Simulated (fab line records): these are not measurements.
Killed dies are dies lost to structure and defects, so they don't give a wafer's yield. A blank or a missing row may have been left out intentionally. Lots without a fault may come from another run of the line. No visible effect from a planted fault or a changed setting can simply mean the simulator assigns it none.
Chamber matching | flow berkeley cmos170 | 4 sister chambers for UCB170_V1_ETCH_14 on rie diel-01
The step etches SiO2 in CHF3/CF4/Ar, stops on Al, target depth 1250 nm, time 291 s. 8 wafers are shown with their chamber, then 7 later ones without.

WAFERS, EACH WITH ITS CHAMBER
wafer  | chamber | drypump motor current A (A) | throttle valve pct (%)
L522.1 | 3       | 4.9                         | 6.90
L522.4 | 1       | 6.2                         | 6.82
L522.6 | 2       | 5.7                         | 6.95
L530.1 | 0       | 6.6                         | 6.94
L530.3 | 3       | 4.9                         | 6.92
L530.6 | 0       | 6.5                         | 6.92
L534.2 | 1       | 6.1                         | 6.81
L534.4 | 2       | 5.7                         | 6.96

WAFERS WITHOUT THEIR CHAMBER
wafer  | drypump motor current A (A) | throttle valve pct (%)
L534.6 | 4.9                         | 6.92
L535.2 | 4.9                         | 6.91
L535.3 | 6.6                         | 6.94
L535.4 | 6.1                         | 6.81
L537.1 | 6.1                         | 6.81
L537.2 | 5.7                         | 6.93
L537.5 | 6.6                         | 6.93

THE CHAMBER EACH PASSED THROUGH
wafer  | from the rows above | in truth
L534.6 | 3                   | 3
L535.2 | 3                   | 3
L535.3 | 0                   | 0
L535.4 | 1                   | 1
L537.1 | 1                   | 1
L537.2 | 2                   | 2
L537.5 | 0                   | 0
Placed correctly: 7 of 7. Left unplaced by these rows: 0. Number placed wrongly: 0.
How it was worked out, from the rows above alone: a wafer's distance from a chamber is the root of the sum, over the readings, of the square of ((its reading less the chamber's mean) divided by the reading's scatter). The wafer belongs to the nearest chamber; if the next one is less than 2 further off, it can't be placed. For every chamber, the mean is computed from those of its wafers that are shown. The scatter: the root of (the sum of the squares of (reading less its chamber's mean) over the shown wafers, divided by (wafers less chambers)).
